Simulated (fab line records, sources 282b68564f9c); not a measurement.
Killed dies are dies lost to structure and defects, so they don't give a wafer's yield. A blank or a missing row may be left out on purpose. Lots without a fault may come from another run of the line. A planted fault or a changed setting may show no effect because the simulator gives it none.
Which tool did it? | flow rit_cmos | 6 lots, 18 wafers sampled, at 2 steps of a route of 202

WHAT THE GAUGES READ, wafer by wafer
RIT_ACTIVE_THK_MEAS_04.
lot  | measured    | on            | ACTIVE_NITRIDE_THK (nm)
L678 | day 1 23:32 | film_metro-04 | 148.9 148.8 150.1
L681 | day 2 15:14 | film_metro-04 | 152.3 152.5 153.0
L689 | day 4 07:14 | film_metro-04 | 149.8 148.0 148.9
L694 | day 5 11:04 | film_metro-03 | 147.2 148.3 147.9
L696 | day 5 17:32 | film_metro-04 | 150.2 149.9 151.1
L698 | day 6 05:24 | film_metro-03 | 148.9 147.8 148.2

WHICH TOOL RAN EACH LOT (tool, then ch and the chambers of the sampled wafers, then the start)
lot  | RIT_ACTIVE_CVD_03
L678 | lpcvd-01 ch 1, day 1 22:07
L681 | lpcvd-02 ch 1, day 2 13:07
L689 | lpcvd-02 ch 1, day 4 05:07
L694 | lpcvd-02 ch 0, day 5 08:56
L696 | lpcvd-01 ch 0, day 5 16:07
L698 | lpcvd-02 ch 1, day 6 03:14
- RIT_ACTIVE_CVD_03: deposits Si3N4 from SiH2Cl2/NH3, target thk 150 nm, time 1500 s.

THE ANSWER, worked out from the rows above alone
Rule: what is usual is taken from the lots themselves. Put in order of their means at a reading, lots are off if they are a third of the lots or fewer, leave a main group of 4 or more, and stand apart from it by a gap of 3 or more times the standard deviation of the main group's means; of several such gaps the widest counts. A main group whose means are all the same, to the digits that the tables above print for the reading, isn't used. A lot without any number at a reading at which 4 lots or more have one is off too. The other lots that the step has rows for count as sound.
No lot is off at any reading shown: from this, nothing can be told.

WHAT THE SIMULATOR HAD PUT IN
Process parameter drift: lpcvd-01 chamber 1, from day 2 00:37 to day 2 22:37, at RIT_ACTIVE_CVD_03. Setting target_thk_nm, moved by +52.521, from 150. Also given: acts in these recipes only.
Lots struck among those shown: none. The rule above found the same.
